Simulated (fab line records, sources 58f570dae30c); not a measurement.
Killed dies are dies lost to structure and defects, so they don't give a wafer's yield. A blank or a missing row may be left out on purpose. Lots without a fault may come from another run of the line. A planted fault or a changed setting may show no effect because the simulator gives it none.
Which tool did it? | flow berkeley_cmos170 | 13 lots, 37 wafers sampled, at 6 steps of a route of 331

WHAT THE GAUGES READ, wafer by wafer
UCB170_CONTACT_CD_MEAS_90: target cd 700 nm. Usual: cd_nm 699.9 nm, standard deviation 1.4.
lot  | measured     | on        | cd_nm (nm)        | flag
L829 | day 7 12:19  | cd_sem-02 | 699.0 700.2 699.7 |
L831 | day 7 14:35  | cd_sem-02 | 696.9 701.1 699.0 |
L830 | day 8 04:34  | cd_sem-01 | 701.8 699.7 699.5 |
L832 | day 8 04:55  | cd_sem-02 | 701.5 702.7 702.5 |
L834 | day 8 20:47  | cd_sem-02 | 702.3 701.7 701.7 |
L837 | day 9 11:47  | cd_sem-02 | 699.7 698.6 697.7 |
L836 | day 9 11:42  | cd_sem-01 | 699.5 699.0 698.5 |
L840 | day 10 01:53 | cd_sem-02 | 700.3             |
L846 | day 10 14:12 | cd_sem-02 | 701.8 700.9 701.6 |
L848 | day 11 08:47 | cd_sem-01 | 701.2 701.3 701.3 |
L849 | day 11 18:58 | cd_sem-01 | 701.5 699.3 702.2 |
L850 | day 11 21:38 | cd_sem-01 | 699.3 699.1 698.4 |
L851 | day 11 22:47 | cd_sem-02 | 699.7 699.3 700.3 |

UCB170_M1_OVL_MEAS_10. Usual: M1_OVL -2 nm, standard deviation 4.9.
lot  | measured     | on         | M1_OVL (nm) | flag
L829 | day 7 14:35  | overlay-02 | 1 0 -2      |
L831 | day 7 16:29  | overlay-01 | -2 -2 -2    |
L830 | day 8 06:20  | overlay-01 | 0 -3 -2     |
L832 | day 8 06:35  | overlay-02 | 1 0 0       |
L834 | day 8 22:35  | overlay-01 | 5 0 5       |
L837 | day 9 14:17  | overlay-01 | -1 -6 -3    |
L836 | day 9 14:02  | overlay-01 | 7 4 3       |
L840 | day 10 04:55 | overlay-02 | 0           |
L846 | day 10 19:22 | overlay-02 | 5 -3 1      |
L848 | day 11 11:49 | overlay-02 | -5 1 -1     |
L849 | day 11 20:27 | overlay-01 | -5 3 -3     |
L850 | day 11 23:14 | overlay-01 | -8 -6 -6    |
L851 | day 12 02:02 | overlay-02 | -4 -11 -5   |

UCB170_V1_BOW_MEAS_03. Usual: V1_BOW 18 um, standard deviation 6.6.
lot  | measured     | on            | V1_BOW (um) | flag
L829 | day 7 19:30  | film_metro-01 | 22 21 17    |
L831 | day 7 19:29  | film_metro-04 | 26 27 23    |
L830 | day 8 09:17  | film_metro-04 | 30 19 11    |
L832 | day 8 09:22  | film_metro-01 | 12 14 13    |
L834 | day 9 05:07  | film_metro-02 | 17 18 27    |
L837 | day 9 20:16  | film_metro-02 | 17 19 6     |
L836 | day 9 20:07  | film_metro-02 | 11 25 6     |
L840 | day 10 08:53 | film_metro-01 | 40 -        | OFF
L846 | day 10 22:38 | film_metro-02 | 21 14 16    |
L848 | day 11 23:29 | film_metro-02 | 9 11 20     |
L849 | day 11 23:48 | film_metro-01 | 21 23 17    |
L850 | day 12 04:01 | film_metro-04 | 9 20 10     |
L851 | day 12 09:46 | film_metro-02 | 11 13 28    |

UCB170_V1_THK_MEAS_04. Usual: V1_POLISHED_THK 984.2 nm, standard deviation 1.2.
lot  | measured     | on            | V1_POLISHED_THK (nm) | flag
L829 | day 7 19:37  | film_metro-01 | 985.0 985.7 984.1    |
L831 | day 7 19:36  | film_metro-04 | 983.1 986.1 986.4    |
L830 | day 8 09:23  | film_metro-04 | 986.1 983.9 985.4    |
L832 | day 8 09:28  | film_metro-01 | 985.2 983.2 984.0    |
L834 | day 9 05:14  | film_metro-02 | 983.9 983.0 983.2    |
L837 | day 9 20:23  | film_metro-02 | 984.1 982.4 983.1    |
L836 | day 9 20:13  | film_metro-02 | 986.4 986.2 984.7    |
L840 | day 10 10:22 | film_metro-01 | 1357.3 1356.2        | OFF
L846 | day 10 22:44 | film_metro-02 | 984.8 985.6 984.1    |
L848 | day 11 23:36 | film_metro-02 | 982.3 982.1 983.2    |
L849 | day 11 23:55 | film_metro-01 | 986.0 984.1 983.6    |
L850 | day 12 04:07 | film_metro-04 | 985.5 981.9 985.4    |
L851 | day 12 09:53 | film_metro-02 | 982.7 982.7 984.9    |

WHICH TOOL RAN EACH LOT (tool, then ch and the chambers of the sampled wafers, then the start)
lot  | UCB170_CONTACT_RTA_08            | UCB170_V1_CMP_02
L829 | rtp_anneal-02 ch 0, day 7 10:58  | cmp-01 ch 0,1,2, day 7 19:17
L831 | rtp_anneal-02 ch 0, day 7 12:43  | cmp-02 ch 0,1,2, day 7 19:14
L830 | rtp_anneal-01 ch 0, day 8 02:39  | cmp-02 ch 1,3, day 8 08:58
L832 | rtp_anneal-02 ch 0, day 8 02:40  | cmp-01 ch 0,1,3, day 8 09:07
L834 | rtp_anneal-01 ch 0, day 8 19:16  | cmp-02 ch 1,2, day 9 04:46
L837 | rtp_anneal-02 ch 0, day 9 09:47  | cmp-01 ch 1,2, day 9 19:50
L836 | rtp_anneal-01 ch 0, day 9 09:49  | cmp-02 ch 0,1,3, day 9 19:56
L840 | rtp_anneal-01 ch 0, day 10 00:24 | cmp-01 ch 1, day 10 08:35
L846 | rtp_anneal-01 ch 0, day 10 12:11 | cmp-02 ch 0,1,2, day 10 22:23
L848 | rtp_anneal-01 ch 0, day 11 06:28 | cmp-02 ch 1,2, day 11 23:14
L849 | rtp_anneal-01 ch 0, day 11 17:37 | cmp-02 ch 1,3, day 11 23:29
L850 | rtp_anneal-01 ch 0, day 11 19:57 | cmp-02 ch 1,2,3, day 12 03:47
L851 | rtp_anneal-02 ch 0, day 11 21:19 | cmp-02 ch 1,2,3, day 12 09:28
- UCB170_CONTACT_RTA_08: time 10 s.
- UCB170_V1_CMP_02: polishes SiO2.

WHAT THE TOOLS THEMSELVES READ (means of the sampled wafers that have a number; where no wafer has one, the mark that the record gives instead)
UCB170_CONTACT_RTA_08. Usual: anneal_temp_c_max 903.6, standard deviation 1.1; chamber_o2_ppm 1.999, standard deviation 0.023; lamp_power_pct 25.9 %, standard deviation 0.51; wafer_temp_C_max 902.6, standard deviation 0.71.
lot  | tool          | anneal_temp_c_max | chamber_o2_ppm | lamp_power_pct (%) | wafer_temp_C_max | flag
L829 | rtp_anneal-02 | 902.6             | 1.982          | 26.4               | 902.6            |
L831 | rtp_anneal-02 | 903.2             | 1.998          | 26.4               | 903.2            |
L830 | rtp_anneal-01 | 904.7             | 1.993          | 25.3               | 902.0            |
L832 | rtp_anneal-02 | 902.9             | 2.003          | 26.4               | 903.5            |
L834 | rtp_anneal-01 | 904.5             | 2.024          | 25.3               | 902.2            |
L837 | rtp_anneal-02 | 902.8             | 1.987          | 26.3               | 902.4            |
L836 | rtp_anneal-01 | 904.8             | 1.986          | 25.3               | 902.3            |
L840 | rtp_anneal-01 | 905.8             | 2.037          | 25.3               | 902.4            |
L846 | rtp_anneal-01 | 904.6             | 2.008          | 25.3               | 902.3            |
L848 | rtp_anneal-01 | 904.8             | 1.993          | 25.4               | 902.0            |
L849 | rtp_anneal-01 | 904.3             | 1.995          | 25.3               | 902.1            |
L850 | rtp_anneal-01 | 904.5             | 1.994          | 25.3               | 902.7            |
L851 | rtp_anneal-02 | 902.7             | 2.010          | 26.3               | 902.7            |

UCB170_V1_CMP_02. Usual: edge_zone_pressure_frac 1.000, standard deviation 0.0048; motor_current_A 16.3 A, standard deviation 1.4.
lot  | tool   | edge_zone_pressure_frac | motor_current_A (A) | flag
L829 | cmp-01 | 1.001                   | 16.3                |
L831 | cmp-02 | 0.996                   | 16.8                |
L830 | cmp-02 | 1.003                   | 16.7                |
L832 | cmp-01 | 0.996                   | 15.4                |
L834 | cmp-02 | 1.001                   | 15.7                |
L837 | cmp-01 | 1.002                   | 16.0                |
L836 | cmp-02 | 1.001                   | 17.6                |
L840 | cmp-01 | 1.007                   | 14.9                |
L846 | cmp-02 | 0.998                   | 16.8                |
L848 | cmp-02 | 1.002                   | 16.6                |
L849 | cmp-02 | 0.993                   | 17.1                |
L850 | cmp-02 | 1.002                   | 16.5                |
L851 | cmp-02 | 1.000                   | 16.2                |

THE ANSWER, worked out from the rows above alone
Rule: a lot is off if the mean of its wafers that have a number lies more than 3 standard deviations from the usual mean. A lot without any number at a reading at which 4 lots or more have one is off too. The other lots that the step has rows for count as sound. The gauges are gone through in route order, then the tools' own readings, and for those a lot's mean is taken as printed above. The first step at which some lot is off is used, and at that step the reading that is off furthest; a lot without a number counts as furthest.
Off: L840, at UCB170_V1_BOW_MEAS_03 (V1_BOW).
A tool fits if, at a process step before that reading, it ran every lot that is off, and no sound lot after the first of them. The gauges at UCB170_V1_BOW_MEAS_03 are tried like those tools. One fits: cmp-01 at UCB170_V1_CMP_02. Its last sound lot is L837 (day 9 19:50), its first lot that is off L840 (day 10 08:35): a fault that began between those two fits.

WHAT THE SIMULATOR HAD PUT IN
Process parameter drift: cmp-01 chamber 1, from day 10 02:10 on, at UCB170_V1_CMP_02. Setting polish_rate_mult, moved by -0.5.
Lots struck among those shown: L840. The rule above found the same.
